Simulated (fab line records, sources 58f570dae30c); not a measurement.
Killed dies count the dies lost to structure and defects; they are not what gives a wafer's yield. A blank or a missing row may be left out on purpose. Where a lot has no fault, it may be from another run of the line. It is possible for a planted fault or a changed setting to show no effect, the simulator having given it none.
fab line records + flow berkeleyCmos170
record
- lots=15
- wafers=45
- lastDay=12
route steps=331 shown PWELL@37 ACTIVE@63 NVT@105 PVT@124 GATE@138
lots untouched by any fault: they come from a run of this same line in which no faults occurred
startH: the number of hours between the record's first day and the start of the first shown wafer of the lot + waitH: hours elapsed since this lot's preceding step + " repeats the value in the row above + L1.1+2: one row covering several wafers at once + - no value present, or no start provided + * or withheld: withheld + < > ~ a bound
route shown NAME@n: names a module that has steps shown in the file, with the first one's number in the route + usual: the fault-free wafers' mean and standard deviation + same: alike in all rows + chamber/n: place in a boat + sites: readings site by site + _std_site: their standard deviation + _edge_site: inner sites' mean taken away from outer sites' mean + radiusMm: how far each site lies from the wafer's centre + mask NAME#n: copy n + behind: the tool/chamber that last shaped the wafer + hold: cause of the lot's hold/its duration in hours/its outcome + device: names the non-switching transistor (n, p or np) + end of line: tests run on the same wafers once the route is complete + a step given without rows: its recipe and nothing more + killed: dies lost to structure and defects at the first sort, not the wafer's yield + map: dies across one wafer; x = killed, . = not, _ = none there
set.NAME: the run value of the setting; set.NAME@STEP: its run value at that earlier step + model.NAME: the simulator's own value behind a step, which no gauge read
steps of the route over a sample of lots; a table a step, a row a wafer
## steps
# step UCB170_PWELL_THK_MEAS_03
# recipe
- reads=SiO2_of_PWELL_OXIDATION_02
# usual
- PWELL_OXIDE_THK=26.4/0.41
| lot.wafer | tool         | chamber | startH | waitH | PWELL_OXIDE_THK[nm] |
|-----------|--------------|---------|--------|-------|---------------------|
| L614.1    | filmMetro-02 | -       | 41.75  | 0.0   | 26.5                |
| L614.3    | "            | -       | "      | "     | 26.6                |
| L614.5    | "            | -       | "      | "     | 25.8                |
| L616.1    | filmMetro-01 | -       | 46.39  | 0.0   | 26.0                |
| L616.5    | "            | -       | "      | "     | 26.4                |
| L616.6    | "            | -       | "      | "     | 26.3                |
| L617.4    | filmMetro-02 | -       | 52.96  | 0.0   | 25.9                |
| L617.5    | "            | -       | "      | "     | 25.8                |
| L617.6    | "            | -       | "      | "     | 26.4                |
| L619.1    | filmMetro-04 | -       | 63.20  | 0.0   | 27.0                |
| L619.2    | "            | -       | "      | "     | 27.0                |
| L619.4    | "            | -       | "      | "     | 27.0                |
| L620.2    | filmMetro-02 | -       | 70.14  | 0.0   | 26.9                |
| L620.4    | "            | -       | "      | "     | 26.5                |
| L620.6    | "            | -       | "      | "     | 26.6                |
| L621.1    | filmMetro-02 | -       | 73.56  | 0.0   | 26.4                |
| L621.2    | "            | -       | "      | "     | 25.6                |
| L621.5    | "            | -       | "      | "     | 26.0                |
| L629.1    | filmMetro-01 | -       | 111.48 | 0.0   | 25.9                |
| L629.2    | "            | -       | "      | "     | 26.2                |
| L629.5    | "            | -       | "      | "     | 26.1                |
| L630.2    | filmMetro-02 | -       | 121.96 | 0.0   | 26.4                |
| L630.4    | "            | -       | "      | "     | 26.4                |
| L630.5    | "            | -       | "      | "     | 26.5                |
| L631.1    | filmMetro-04 | -       | 129.42 | 0.0   | 26.9                |
| L631.4    | "            | -       | "      | "     | 27.1                |
| L631.6    | "            | -       | "      | "     | 27.2                |
| L632.1    | filmMetro-01 | -       | 135.17 | 0.0   | 26.8                |
| L632.2    | "            | -       | "      | "     | 26.9                |
| L632.3    | "            | -       | "      | "     | 26.6                |
| L633.1    | filmMetro-02 | -       | 144.61 | 0.0   | 26.3                |
| L633.2    | "            | -       | "      | "     | 26.5                |
| L633.4    | "            | -       | "      | "     | 26.2                |
| L634.1    | filmMetro-01 | -       | 144.61 | 0.0   | 26.1                |
| L634.3    | "            | -       | "      | "     | 26.4                |
| L634.6    | "            | -       | "      | "     | 26.2                |
| L635.1    | filmMetro-04 | -       | 152.31 | 0.0   | 26.8                |
| L635.2    | "            | -       | "      | "     | 26.6                |
| L635.5    | "            | -       | "      | "     | 26.4                |
| L637.1    | filmMetro-02 | -       | 157.83 | 0.0   | 26.6                |
| L637.4    | "            | -       | "      | "     | 26.2                |
| L637.6    | "            | -       | "      | "     | 26.3                |
| L636.1    | filmMetro-02 | -       | 157.89 | 0.1   | 26.1                |
| L636.2    | "            | -       | "      | "     | 26.6                |
| L636.5    | "            | -       | "      | "     | 26.3                |
# step UCB170_ACTIVE_THK_MEAS_03
# recipe
- reads=SiO2_of_ACTIVE_OXIDATION_02
# usual
- ACTIVE_OXIDE_THK=26.3/0.62
| lot.wafer | tool         | chamber | startH | waitH | ACTIVE_OXIDE_THK[nm] |
|-----------|--------------|---------|--------|-------|----------------------|
| L614.1    | filmMetro-03 | -       | 67.34  | 0.0   | 25.9                 |
| L614.3    | "            | -       | "      | "     | 25.9                 |
| L614.5    | "            | -       | "      | "     | 26.2                 |
| L616.1    | filmMetro-03 | -       | 73.35  | 0.0   | 26.8                 |
| L616.5    | "            | -       | "      | "     | 27.0                 |
| L616.6    | "            | -       | "      | "     | 27.1                 |
| L617.4    | filmMetro-01 | -       | 79.63  | 0.0   | 25.2                 |
| L617.5    | "            | -       | "      | "     | 25.9                 |
| L617.6    | "            | -       | "      | "     | 25.6                 |
| L619.1    | filmMetro-01 | -       | 87.95  | 0.0   | 27.1                 |
| L619.2    | "            | -       | "      | "     | 26.7                 |
| L619.4    | "            | -       | "      | "     | 26.8                 |
| L621.1    | filmMetro-04 | -       | 95.65  | 0.0   | 26.9                 |
| L621.2    | "            | -       | "      | "     | 26.7                 |
| L621.5    | "            | -       | "      | "     | 27.1                 |
| L620.2    | filmMetro-03 | -       | 95.66  | 0.0   | 27.8                 |
| L620.4    | "            | -       | "      | "     | 27.3                 |
| L620.6    | "            | -       | "      | "     | 27.7                 |
| L629.1    | filmMetro-01 | -       | 140.43 | 0.0   | 26.1                 |
| L629.2    | "            | -       | "      | "     | 26.4                 |
| L629.5    | "            | -       | "      | "     | 26.3                 |
| L630.2    | filmMetro-03 | -       | 150.16 | 0.0   | 25.5                 |
| L630.4    | "            | -       | "      | "     | 26.5                 |
| L630.5    | "            | -       | "      | "     | 26.3                 |
| L631.1    | filmMetro-03 | -       | 155.58 | 0.0   | 26.8                 |
| L631.4    | "            | -       | "      | "     | 26.8                 |
| L631.6    | "            | -       | "      | "     | 26.9                 |
| L632.1    | filmMetro-04 | -       | 163.95 | 0.0   | 26.1                 |
| L632.2    | "            | -       | "      | "     | 26.4                 |
| L632.3    | "            | -       | "      | "     | 26.4                 |
| L633.1    | filmMetro-03 | -       | 168.04 | 0.0   | 25.4                 |
| L633.2    | "            | -       | "      | "     | 25.5                 |
| L633.4    | "            | -       | "      | "     | 26.0                 |
| L634.1    | filmMetro-01 | -       | 168.04 | 0.0   | 25.6                 |
| L634.3    | "            | -       | "      | "     | 25.7                 |
| L634.6    | "            | -       | "      | "     | 25.6                 |
| L635.1    | filmMetro-03 | -       | 187.28 | 0.0   | 26.7                 |
| L635.2    | "            | -       | "      | "     | 26.1                 |
| L635.5    | "            | -       | "      | "     | 26.3                 |
| L637.1    | filmMetro-03 | -       | 190.01 | 0.0   | 26.1                 |
| L637.4    | "            | -       | "      | "     | 26.4                 |
| L637.6    | "            | -       | "      | "     | 26.1                 |
| L636.1    | filmMetro-01 | -       | 190.07 | 0.1   | 26.0                 |
| L636.2    | "            | -       | "      | "     | 26.0                 |
| L636.5    | "            | -       | "      | "     | 26.2                 |
# step UCB170_NVT_COAT_01
# recipe
- resist=KrF
- spinRpm=1526
- resistThkNm=900
# usual
- chillPlateTempC=23.01/0.098
- dispensePressureKPa=53.5/2.5
| lot.wafer | tool          | chamber | startH | waitH | chillPlateTempC | dispensePressureKPa |
|-----------|---------------|---------|--------|-------|-----------------|---------------------|
| L614.1    | lithoTrack-02 | 0       | 100.76 | 0.1   | 22.94           | 55.6                |
| L614.3    | "             | 0       | "      | "     | 22.99           | 55.6                |
| L614.5    | "             | 0       | "      | "     | 22.95           | 55.6                |
| L616.1    | lithoTrack-02 | 0       | 108.69 | 0.1   | 23.07           | 55.6                |
| L616.5    | "             | 0       | "      | "     | 22.83           | 55.6                |
| L616.6    | "             | 0       | "      | "     | 23.01           | 55.5                |
| L619.1    | lithoTrack-03 | 0       | 127.00 | 0.1   | 23.07           | 53.8                |
| L619.2    | "             | 0       | "      | "     | 23.24           | 53.8                |
| L619.4    | "             | 0       | "      | "     | 23.08           | 53.7                |
| L617.4    | lithoTrack-02 | 0       | 127.32 | 0.1   | 23.12           | 55.6                |
| L617.5    | "             | 0       | "      | "     | 23.08           | 55.6                |
| L617.6    | "             | 0       | "      | "     | 23.01           | 55.6                |
| L621.1    | lithoTrack-02 | 0       | 141.36 | 0.1   | 22.98           | 55.6                |
| L621.2    | "             | 0       | "      | "     | 23.00           | 55.6                |
| L621.5    | "             | 0       | "      | "     | 23.09           | 55.6                |
| L620.2    | lithoTrack-01 | 0       | 141.62 | 0.1   | 22.91           | 49.4                |
| L620.4    | "             | 0       | "      | "     | 22.96           | 49.4                |
| L620.6    | "             | 0       | "      | "     | 22.98           | 49.5                |
| L629.1    | lithoTrack-03 | 0       | 180.87 | 0.1   | 23.02           | 53.8                |
| L629.2    | "             | 0       | "      | "     | 23.01           | 53.8                |
| L629.5    | "             | 0       | "      | "     | 23.15           | 53.8                |
| L631.1    | lithoTrack-03 | -       | 193.64 | 0.1   | -               | -                   |
| L631.4    | "             | -       | "      | "     | -               | -                   |
| L631.6    | "             | -       | "      | "     | -               | -                   |
| L630.2    | lithoTrack-02 | -       | 193.94 | 0.1   | -               | -                   |
| L630.4    | "             | -       | "      | "     | -               | -                   |
| L630.5    | "             | -       | "      | "     | -               | -                   |
| L634.1    | lithoTrack-03 | 0       | 201.76 | 0.1   | 22.96           | 53.8                |
| L634.3    | "             | 0       | "      | "     | 22.99           | 53.8                |
| L634.6    | "             | 0       | "      | "     | 23.11           | 53.8                |
| L633.1    | lithoTrack-01 | 0       | 202.06 | 0.1   | 22.90           | 49.5                |
| L633.2    | "             | 0       | "      | "     | 22.96           | 49.5                |
| L633.4    | "             | 0       | "      | "     | 22.87           | 49.5                |
| L632.1    | lithoTrack-02 | -       | 202.15 | 0.1   | -               | -                   |
| L632.2    | "             | -       | "      | "     | -               | -                   |
| L632.3    | "             | -       | "      | "     | -               | -                   |
| L635.1    | lithoTrack-01 | 0       | 221.41 | 0.1   | 22.96           | 49.5                |
| L635.2    | "             | 0       | "      | "     | 22.88           | 49.5                |
| L635.5    | "             | 0       | "      | "     | 23.03           | 49.4                |
| L636.1    | lithoTrack-02 | 0       | 221.56 | 0.1   | 22.90           | 55.6                |
| L636.2    | "             | 0       | "      | "     | 22.89           | 55.6                |
| L636.5    | "             | 0       | "      | "     | 22.91           | 55.6                |
| L637.1    | lithoTrack-03 | 0       | 221.56 | 0.1   | 22.98           | 53.8                |
| L637.4    | "             | 0       | "      | "     | 23.19           | 53.8                |
| L637.6    | "             | 0       | "      | "     | 22.86           | 53.8                |
# step UCB170_NVT_OVL_MEAS_06
# usual
- NVT_OVL=2/6.3
| lot.wafer | tool       | chamber | startH | waitH | NVT_OVL[nm] |
|-----------|------------|---------|--------|-------|-------------|
| L614.1    | overlay-02 | -       | 102.32 | -     | 4           |
| L614.3    | "          | -       | "      | "     | 0           |
| L614.5    | "          | -       | "      | "     | 1           |
| L616.1    | overlay-01 | -       | 109.38 | -     | 13          |
| L616.5    | "          | -       | "      | "     | 13          |
| L616.6    | "          | -       | "      | "     | 9           |
| L619.1    | overlay-01 | -       | 127.82 | -     | 7           |
| L619.2    | "          | -       | "      | "     | 13          |
| L619.4    | "          | -       | "      | "     | 18          |
| L617.4    | overlay-02 | -       | 127.96 | -     | 2           |
| L617.5    | "          | -       | "      | "     | 7           |
| L617.6    | "          | -       | "      | "     | 5           |
| L621.1    | overlay-02 | -       | 142.44 | -     | 3           |
| L621.2    | "          | -       | "      | "     | -4          |
| L621.5    | "          | -       | "      | "     | 0           |
| L620.2    | overlay-01 | -       | 142.72 | -     | 9           |
| L620.4    | "          | -       | "      | "     | 11          |
| L620.6    | "          | -       | "      | "     | 4           |
| L629.1    | overlay-02 | -       | 181.67 | -     | 5           |
| L629.2    | "          | -       | "      | "     | -3          |
| L629.5    | "          | -       | "      | "     | 4           |
| L631.1    | overlay-01 | -       | 194.49 | -     | -           |
| L631.4    | "          | -       | "      | "     | -           |
| L631.6    | "          | -       | "      | "     | -           |
| L630.2    | overlay-02 | -       | 194.74 | -     | -           |
| L630.4    | "          | -       | "      | "     | -           |
| L630.5    | "          | -       | "      | "     | -           |
| L634.1    | overlay-01 | -       | 202.61 | -     | 5           |
| L634.3    | "          | -       | "      | "     | 0           |
| L634.6    | "          | -       | "      | "     | -3          |
| L633.1    | overlay-01 | -       | 202.91 | -     | 3           |
| L633.2    | "          | -       | "      | "     | 4           |
| L633.4    | "          | -       | "      | "     | 10          |
| L632.1    | overlay-01 | -       | 203.34 | -     | -           |
| L632.2    | "          | -       | "      | "     | -           |
| L632.3    | "          | -       | "      | "     | -           |
| L635.1    | overlay-01 | -       | 222.98 | -     | 5           |
| L635.2    | "          | -       | "      | "     | 1           |
| L635.5    | "          | -       | "      | "     | 9           |
| L636.1    | overlay-02 | -       | 223.03 | -     | -5          |
| L636.2    | "          | -       | "      | "     | -9          |
| L636.5    | "          | -       | "      | "     | -6          |
| L637.1    | overlay-01 | -       | 223.26 | -     | 3           |
| L637.4    | "          | -       | "      | "     | 4           |
| L637.6    | "          | -       | "      | "     | 2           |
# step UCB170_PVT_TW_MEAS_09
# usual
- PVT_TW=505/5
| lot.wafer | tool         | chamber | startH | waitH | PVT_TW |
|-----------|--------------|---------|--------|-------|--------|
| L614.1    | filmMetro-04 | -       | 105.00 | 0.1   | 513    |
| L614.3    | "            | -       | "      | "     | 511    |
| L614.5    | "            | -       | "      | "     | 511    |
| L616.1    | filmMetro-02 | -       | 111.38 | 0.1   | 504    |
| L616.5    | "            | -       | "      | "     | 504    |
| L616.6    | "            | -       | "      | "     | 503    |
| L619.1    | filmMetro-01 | -       | 129.98 | 0.1   | 498    |
| L619.2    | "            | -       | "      | "     | 500    |
| L619.4    | "            | -       | "      | "     | 498    |
| L617.4    | filmMetro-02 | -       | 130.10 | 0.1   | 505    |
| L617.5    | "            | -       | "      | "     | 506    |
| L617.6    | "            | -       | "      | "     | 506    |
| L621.1    | filmMetro-04 | -       | 144.25 | 0.1   | 512    |
| L621.2    | "            | -       | "      | "     | 510    |
| L621.5    | "            | -       | "      | "     | 507    |
| L620.2    | filmMetro-01 | -       | 144.43 | 0.1   | 502    |
| L620.4    | "            | -       | "      | "     | 502    |
| L620.6    | "            | -       | "      | "     | 502    |
| L629.1    | filmMetro-04 | -       | 183.59 | 0.1   | 508    |
| L629.2    | "            | -       | "      | "     | 510    |
| L629.5    | "            | -       | "      | "     | 511    |
| L631.1    | filmMetro-02 | -       | 199.30 | 0.1   | 636    |
| L631.4    | "            | -       | "      | "     | 634    |
| L631.6    | "            | -       | "      | "     | 639    |
| L630.2    | filmMetro-04 | -       | 199.58 | 0.1   | 646    |
| L630.4    | "            | -       | "      | "     | 647    |
| L630.5    | "            | -       | "      | "     | 648    |
| L634.1    | filmMetro-04 | -       | 204.30 | 0.1   | 513    |
| L634.3    | "            | -       | "      | "     | 513    |
| L634.6    | "            | -       | "      | "     | 513    |
| L633.1    | filmMetro-01 | -       | 204.87 | 0.1   | 496    |
| L633.2    | "            | -       | "      | "     | 497    |
| L633.4    | "            | -       | "      | "     | 496    |
| L632.1    | filmMetro-04 | -       | 205.26 | 0.1   | 642    |
| L632.2    | "            | -       | "      | "     | 641    |
| L632.3    | "            | -       | "      | "     | 641    |
| L636.1    | filmMetro-04 | -       | 227.32 | 0.1   | 510    |
| L636.2    | "            | -       | "      | "     | 508    |
| L636.5    | "            | -       | "      | "     | 509    |
| L635.1    | filmMetro-02 | -       | 227.34 | 0.1   | 508    |
| L635.2    | "            | -       | "      | "     | 509    |
| L635.5    | "            | -       | "      | "     | 507    |
| L637.1    | filmMetro-02 | -       | 227.52 | 0.1   | 509    |
| L637.4    | "            | -       | "      | "     | 506    |
| L637.6    | "            | -       | "      | "     | 509    |
# step UCB170_GATE_CD_MEAS_12
# recipe
- targetCdNm=350
# usual
- cdNm=349.9/1.5
| lot.wafer | tool     | chamber | startH | waitH | cdNm  |
|-----------|----------|---------|--------|-------|-------|
| L614.1    | cdSem-01 | -       | 118.52 | -     | 348.7 |
| L614.3    | "        | -       | "      | "     | 348.8 |
| L614.5    | "        | -       | "      | "     | 348.4 |
| L616.1    | cdSem-01 | -       | 126.01 | -     | 352.4 |
| L616.5    | "        | -       | "      | "     | 351.8 |
| L616.6    | "        | -       | "      | "     | 352.1 |
| L619.1    | cdSem-02 | -       | 144.53 | -     | 349.1 |
| L619.2    | "        | -       | "      | "     | 350.2 |
| L619.4    | "        | -       | "      | "     | 350.2 |
| L617.4    | cdSem-01 | -       | 144.74 | -     | 349.7 |
| L617.5    | "        | -       | "      | "     | 348.7 |
| L617.6    | "        | -       | "      | "     | 349.0 |
| L621.1    | cdSem-02 | -       | 156.64 | -     | 352.3 |
| L621.2    | "        | -       | "      | "     | 353.2 |
| L621.5    | "        | -       | "      | "     | 352.5 |
| L620.2    | cdSem-01 | -       | 156.90 | -     | 350.2 |
| L620.4    | "        | -       | "      | "     | 351.2 |
| L620.6    | "        | -       | "      | "     | 351.0 |
| L629.1    | cdSem-01 | -       | 199.29 | -     | 348.3 |
| L629.2    | "        | -       | "      | "     | 347.6 |
| L629.5    | "        | -       | "      | "     | 347.7 |
| L630.2    | cdSem-02 | -       | 209.01 | -     | 349.1 |
| L630.4    | "        | -       | "      | "     | 350.7 |
| L630.5    | "        | -       | "      | "     | 350.3 |
| L631.1    | cdSem-01 | -       | 209.11 | -     | 350.9 |
| L631.4    | "        | -       | "      | "     | 351.9 |
| L631.6    | "        | -       | "      | "     | 351.3 |
| L634.1    | cdSem-02 | -       | 213.33 | -     | 349.8 |
| L634.3    | "        | -       | "      | "     | 350.2 |
| L634.6    | "        | -       | "      | "     | 350.3 |
| L632.1    | cdSem-01 | -       | 213.57 | -     | 347.6 |
| L632.2    | "        | -       | "      | "     | 348.5 |
| L632.3    | "        | -       | "      | "     | 348.9 |
| L633.1    | cdSem-01 | -       | 213.85 | -     | 352.8 |
| L633.2    | "        | -       | "      | "     | 352.5 |
| L633.4    | "        | -       | "      | "     | 352.2 |
| L635.1    | cdSem-02 | -       | 238.09 | -     | 349.1 |
| L635.2    | "        | -       | "      | "     | 350.0 |
| L635.5    | "        | -       | "      | "     | 348.4 |
| L637.1    | cdSem-01 | -       | 238.12 | -     | 349.8 |
| L637.4    | "        | -       | "      | "     | 348.0 |
| L637.6    | "        | -       | "      | "     | 350.5 |
| L636.1    | cdSem-01 | -       | 238.37 | -     | 349.7 |
| L636.2    | "        | -       | "      | "     | 348.8 |
| L636.5    | "        | -       | "      | "     | 350.7 |
## key
firstSign
- step=UCB170_NVT_COAT_01
- reading=toolRecord
- direction=missing
effect
- step=UCB170_NVT_OVL_MEAS_06
- reading=NVT_OVL
- direction=missing
effect
- step=UCB170_PVT_TW_MEAS_09
- reading=PVT_TW
- direction=up
- sigmas=27
- usual=505
- struck=642
metAt UCB170_NVT_COAT_01
struckLots L630,L631,L632
sortLeftOut L630.2,L630.4,L630.5,L631.1,L631.4,L631.6,L632.1,L632.2,L632.3
testerLeftOut L630,L631,L632
notActingAt UCB170_PWELL_THK_MEAS_03,UCB170_ACTIVE_THK_MEAS_03,UCB170_GATE_CD_MEAS_12
onsetBetween 180.87 193.64
fault
- kind=skippedStepWhole
- tool=lithoTrack-02,lithoTrack-03
- chamber=-
- onsetH=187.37
- steps=UCB170_NVT_COAT_01
- scope=struckLotsOnly
# testerLeftOut: of these lots the tester's yield and bins aren't shown, on N5 and GAA mostly nor the transistor test; their killed dies are dies lost to structure and defects alone, not to doping, threshold or leakage, so they don't give the yield
# sortLeftOut: the simulated sort isn't trusted on such a fault, so these wafers' sort isn't shown, and their yield isn't known
